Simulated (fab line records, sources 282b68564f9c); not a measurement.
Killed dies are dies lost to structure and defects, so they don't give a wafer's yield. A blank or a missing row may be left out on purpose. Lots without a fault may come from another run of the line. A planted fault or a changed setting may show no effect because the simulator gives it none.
Chamber matching | flow rit_cmos | RIT_CONTACT_CLEAN_14 on wet_bench-03: 4 sister chambers
The step cleans in SC2, time 600 s. 16 wafers are shown with their chamber, then 8 later ones without.

WAFERS WITH THEIR CHAMBER
wafer  | chamber | bath_heat_duty_pct (%)
L404.1 | 3       | 16.2
L404.2 | 3       | 16.8
L404.3 | 3       | 17.8
L406.1 | 1       | 16.1
L406.2 | 1       | 17.6
L406.5 | 1       | 15.9
L407.1 | 1       | 16.2
L407.2 | 1       | 15.5
L407.6 | 1       | 16.5
L409.1 | 2       | 17.2
L409.3 | 2       | 16.6
L409.4 | 2       | 16.8
L410.1 | 0       | 17.9
L410.2 | 0       | 20.3
L410.6 | 0       | 16.8
L415.1 | 1       | 16.2

SIGNATURES (means of the wafers above)
reading            | chamber 0 | chamber 1 | chamber 2 | chamber 3 | scatter within a chamber
bath_heat_duty_pct | 18.333    | 16.286    | 16.867    | 16.933    | 0.935
Rule: a wafer's distance from a chamber is the root of the sum, over the readings, of the square of ((its reading less the chamber's mean) divided by the reading's scatter). The wafer belongs to the nearest chamber; if the next one is less than 2 further off, it can't be placed. The scatter: the root of (the sum of the squares of (reading less its chamber's mean) over the shown wafers, divided by (wafers less chambers)).

WAFERS WITHOUT THEIR CHAMBER
wafer  | bath_heat_duty_pct (%)
L415.4 | 16.8
L415.5 | 17.5
L416.1 | 18.2
L416.3 | 14.9
L416.4 | 16.3
L418.2 | 16.9
L418.3 | 16.3
L418.6 | 17.5

WHICH CHAMBER EACH WENT THROUGH
wafer  | from the rows above               | in truth
L415.4 | can't be placed: 2 or 3 or 1 or 0 | 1
L415.5 | can't be placed: 3 or 2 or 0 or 1 | 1
L416.1 | can't be placed: 0 or 3 or 2 or 1 | 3
L416.3 | can't be placed: 1 or 2 or 3      | 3
L416.4 | can't be placed: 1 or 2 or 3      | 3
L418.2 | can't be placed: 2 or 3 or 1 or 0 | 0
L418.3 | can't be placed: 1 or 2 or 3      | 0
L418.6 | can't be placed: 3 or 2 or 0 or 1 | 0
Placed correctly: 0 of 8. Can't be placed from these rows: 8 (the true chamber is among the candidates in 7). Placed wrongly: 0.
